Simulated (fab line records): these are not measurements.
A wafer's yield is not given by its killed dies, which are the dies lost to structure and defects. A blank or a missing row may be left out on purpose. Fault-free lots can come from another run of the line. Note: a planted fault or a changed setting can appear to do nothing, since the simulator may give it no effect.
Chamber matching | flow berkeley cmos170 | rie diel-02 running UCB170_V1_ETCH_14: 4 sister chambers
The step etches SiO2 in CHF3/CF4/Ar, stops on Al, target depth 1250 nm, time 291 s. 4 wafers are shown with their chamber, then 9 later ones without.

## WAFERS PAIRED WITH THEIR CHAMBERS
wafer  | chamber | throttle valve pct (%)
L074.5 | 0       | 6.74
L081.6 | 1       | 6.95
L085.5 | 3       | 7.08
L085.6 | 2       | 6.77

## WAFERS WITH NO CHAMBER GIVEN
wafer  | throttle valve pct (%)
L084.1 | 6.95
L084.5 | 6.74
L084.6 | 6.97
L089.2 | 7.08
L089.3 | 6.74
L089.5 | 6.74
L093.1 | 7.07
L093.3 | 6.77
L093.4 | 6.75

## CHAMBER TAKEN BY EACH
wafer  | from the rows above     | in truth
L084.1 | 1                       | 1
L084.5 | 0                       | 0
L084.6 | 1                       | 1
L089.2 | 3                       | 3
L089.3 | 0                       | 0
L089.5 | 0                       | 0
L093.1 | 3                       | 3
L093.3 | 2                       | 2
L093.4 | can't be placed: 0 or 2 | 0
Correct placement for 8 of the 9. Unplaceable from these rows: 1, with the true chamber sitting among the candidates in 1. 0 placed wrongly.
How it was worked out, from the rows above alone: a wafer's distance from a chamber is the root of the sum, over the readings, of the square of ((its reading less the chamber's mean) divided by the reading's scatter). If the next closest chamber is less than 2 further off than the closest, the wafer can't be placed; otherwise it belongs to the closest. For every chamber, the mean is computed from those of its wafers that are shown. The scatter (one wafer shown for each chamber): square how far every hidden wafer sits from the nearest shown wafer, average those squares and take the square root.
